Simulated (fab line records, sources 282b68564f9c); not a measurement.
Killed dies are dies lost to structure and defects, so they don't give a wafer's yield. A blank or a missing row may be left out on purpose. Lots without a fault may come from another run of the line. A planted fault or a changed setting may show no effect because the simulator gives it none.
Which tool did it? | flow rit_cmos | 7 lots, 21 wafers sampled, at 2 steps of a route of 202

WHAT THE GAUGES READ, wafer by wafer
RIT_SPACER_THK_MEAS_04.
lot  | measured    | on            | SPACER_NITRIDE_THK (nm)
L955 | day 4 01:08 | film_metro-02 | 253.2 251.0 252.5
L957 | day 4 05:46 | film_metro-04 | 250.4 249.1 248.3
L959 | day 4 20:03 | film_metro-02 | 248.8 250.0 252.0
L963 | day 5 14:37 | film_metro-02 | 248.2 249.4 251.6
L966 | day 6 03:06 | film_metro-04 | 247.2 248.2 245.5
L971 | day 7 01:57 | film_metro-01 | 481.1 481.1 482.7
L974 | day 7 17:15 | film_metro-02 | 247.6 247.9 247.4

WHICH TOOL RAN EACH LOT (tool, then ch and the chambers of the sampled wafers, then the start)
lot  | RIT_SPACER_CVD_03
L955 | lpcvd-01 ch 0, day 3 23:13
L957 | lpcvd-02 ch 1, day 4 03:50
L959 | lpcvd-01 ch 1, day 4 18:08
L963 | lpcvd-02 ch 1, day 5 12:42
L966 | lpcvd-01 ch 0, day 6 01:11
L971 | lpcvd-02 ch 0, day 7 00:02
L974 | lpcvd-01 ch 0, day 7 15:20
- RIT_SPACER_CVD_03: deposits Si3N4 from SiH2Cl2/NH3, target thk 250 nm, time 3300 s.

THE ANSWER, worked out from the rows above alone
Rule: what is usual is taken from the lots themselves. Put in order of their means at a reading, lots are off if they are a third of the lots or fewer, leave a main group of 4 or more, and stand apart from it by a gap of 3 or more times the standard deviation of the main group's means; of several such gaps the widest counts. A main group whose means are all the same, to the digits that the tables above print for the reading, isn't used. A lot without any number at a reading at which 4 lots or more have one is off too. The other lots that the step has rows for count as sound.
Off: L971, at RIT_SPACER_THK_MEAS_04 (SPACER_NITRIDE_THK). The main group: mean 249.3 nm, standard deviation 1.7.
A tool fits if, at a process step before that reading, it ran every lot that is off, and no sound lot after the first of them. The gauges at RIT_SPACER_THK_MEAS_04 are tried like those tools. Can't be told from this: 2 tools fit, lpcvd-02 at RIT_SPACER_CVD_03, film_metro-01 at RIT_SPACER_THK_MEAS_04.

WHAT THE SIMULATOR HAD PUT IN
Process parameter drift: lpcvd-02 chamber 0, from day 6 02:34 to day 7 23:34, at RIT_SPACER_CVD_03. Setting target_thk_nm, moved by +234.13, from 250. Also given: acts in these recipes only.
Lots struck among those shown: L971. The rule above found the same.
